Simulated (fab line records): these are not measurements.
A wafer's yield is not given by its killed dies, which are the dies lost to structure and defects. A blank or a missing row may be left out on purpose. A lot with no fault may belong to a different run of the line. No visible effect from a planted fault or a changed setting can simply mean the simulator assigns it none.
Which of the tools did it? + flow berkeley cmos170 + 7 lots with 21 wafers sampled at 3 steps, on a route of 331 steps

WHAT THE GAUGES SHOWED, per wafer
UCB170_M2_RS_MEAS_02: measures by four-point-probe.
| lot  | measured     | on            | M2_AL_RS (ohm/sq)    |
|------|--------------|---------------|----------------------|
| L975 | day 9 16:43  | film metro-01 | 0.0328 0.0326 0.0328 |
| L974 | day 9 16:58  | film metro-03 | 0.0328 0.0327 0.0330 |
| L979 | day 10 13:57 | film metro-02 | 0.0333 0.0332 0.0335 |
| L981 | day 10 23:43 | film metro-02 | 0.0334 0.0331 0.0332 |
| L985 | day 12 06:23 | film metro-03 | 0.0405 0.0331 0.0332 |
| L989 | day 12 20:35 | film metro-03 | 0.0330 0.0331 0.0328 |
| L991 | day 12 22:04 | film metro-01 | 0.0325 0.0327 0.0325 |

WHAT TOOL EACH LOT RAN ON (gives the tool, then ch and the chambers of the sampled wafers, and finally the start)
| lot  | UCB170_CONTACT_ETCH_17             | UCB170_M2_SPUTTER_01         |
|------|------------------------------------|------------------------------|
| L975 | rie diel-02 ch 1,2,3, day 9 08:51  | pvd sputter-04, day 9 16:38  |
| L974 | rie diel-04 ch 0,1, day 9 08:58    | pvd sputter-01, day 9 16:53  |
| L979 | rie diel-02 ch 0,3, day 10 07:43   | pvd sputter-02, day 10 13:51 |
| L981 | rie diel-01 ch 0,1, day 10 16:33   | pvd sputter-04, day 10 23:37 |
| L985 | rie diel-01 ch 1,3, day 11 22:02   | pvd sputter-01, day 12 06:17 |
| L989 | rie diel-04 ch 0,1,3, day 12 12:29 | pvd sputter-02, day 12 20:29 |
| L991 | rie diel-04 ch 2,3, day 12 15:14   | pvd sputter-02, day 12 21:58 |
- UCB170_CONTACT_ETCH_17: etches BARC in N2/H2.
- UCB170_M2_SPUTTER_01: material Al, target thk 900 nm, time 120 s.

THE ANSWER, worked out from the rows above alone
Rule: the lots themselves supply what counts as usual. The widest of any qualifying gaps counts: lots, ordered by their means at a reading, are off when they make up no more than a third of the lots, leave a main group of 4 or more, and stand apart from it by 3 or more times the standard deviation of that group's means. Not used: any main group whose means are identical at the precision the tables above print for the reading. A lot without any number at a reading at which 4 lots or more have one is off too. Any other lot the step has rows for is counted as sound.
Off: at UCB170_M2_RS_MEAS_02 (M2_AL_RS), L985. Main group: mean 0.0329 ohm/sq, sd 0.00027.
If a tool, at a process step before that reading, ran all the lots that are off and no sound lot after the first of them, it fits. Gauges at UCB170_M2_RS_MEAS_02: tried the same way as those tools. This does not decide it: 2 tools fit, namely rie diel-01 at UCB170_CONTACT_ETCH_17 and pvd sputter-01 at UCB170_M2_SPUTTER_01.

WHAT THE SIMULATOR PUT IN
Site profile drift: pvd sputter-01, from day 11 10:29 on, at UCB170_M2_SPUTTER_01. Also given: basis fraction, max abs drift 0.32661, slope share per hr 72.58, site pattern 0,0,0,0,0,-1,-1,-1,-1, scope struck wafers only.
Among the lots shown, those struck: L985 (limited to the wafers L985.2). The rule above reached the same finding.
